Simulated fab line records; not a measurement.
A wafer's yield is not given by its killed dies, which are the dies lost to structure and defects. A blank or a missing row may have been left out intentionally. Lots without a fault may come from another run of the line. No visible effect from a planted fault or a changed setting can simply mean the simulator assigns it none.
The tool behind it: which one? :: flow rit-cmos :: 21 wafers from 7 lots sampled at 2 of the route's 202 steps

== WHAT THE GAUGES READ, wafer by wafer ==
RIT_NSD_TW_MEAS_10.
lot: L723
measured: day 3 03:49
on: film-metro-03
NSD_TW: 3104 3103 3117

lot: L726
measured: day 3 21:29
on: film-metro-02
NSD_TW: 3075 3083 3086

lot: L728
measured: day 4 04:32
on: film-metro-02
NSD_TW: 3101 3106 3111

lot: L733
measured: day 5 06:05
on: film-metro-04
NSD_TW: 3053 3047 3061

lot: L737
measured: day 6 02:01
on: film-metro-03
NSD_TW: 3114 3115 3130

lot: L741
measured: day 6 22:44
on: film-metro-04
NSD_TW: 3075 3084 3078

lot: L745
measured: day 7 23:56
on: film-metro-04
NSD_TW: 3099 3092 3095

== WHICH TOOL RAN EACH LOT (tool, then ch and the chambers of the sampled wafers, then the start) ==
lot: L723
RIT_NSD_IMPLANT_08: implanter-01 ch 0, day 3 03:31

lot: L726
RIT_NSD_IMPLANT_08: implanter-04 ch 0, day 3 21:09

lot: L728
RIT_NSD_IMPLANT_08: implanter-04 ch 0, day 4 04:13

lot: L733
RIT_NSD_IMPLANT_08: implanter-04 ch 0, day 5 05:46

lot: L737
RIT_NSD_IMPLANT_08: implanter-01 ch 0, day 6 01:41

lot: L741
RIT_NSD_IMPLANT_08: implanter-01 ch 0, day 6 22:25

lot: L745
RIT_NSD_IMPLANT_08: implanter-02 ch 0, day 7 23:39
- RIT_NSD_IMPLANT_08

== THE ANSWER, worked out from the rows above alone ==
Rule: what is usual is taken from the lots themselves. Put in order of their means at a reading, lots are off if they are a third of the lots or fewer, leave a main group of 4 or more, and stand apart from it by a gap of 3 or more times the standard deviation of the main group's means; of several such gaps the widest counts. A main group whose means are all the same, to the digits that the tables above print for the reading, isn't used. Also off: a lot with no number at a reading for which 4 or more lots have one. All remaining lots with rows at the step are treated as sound.
No lot is off on any of the readings shown, so nothing can be concluded from this.

== WHAT THE SIMULATOR HAD INSERTED ==
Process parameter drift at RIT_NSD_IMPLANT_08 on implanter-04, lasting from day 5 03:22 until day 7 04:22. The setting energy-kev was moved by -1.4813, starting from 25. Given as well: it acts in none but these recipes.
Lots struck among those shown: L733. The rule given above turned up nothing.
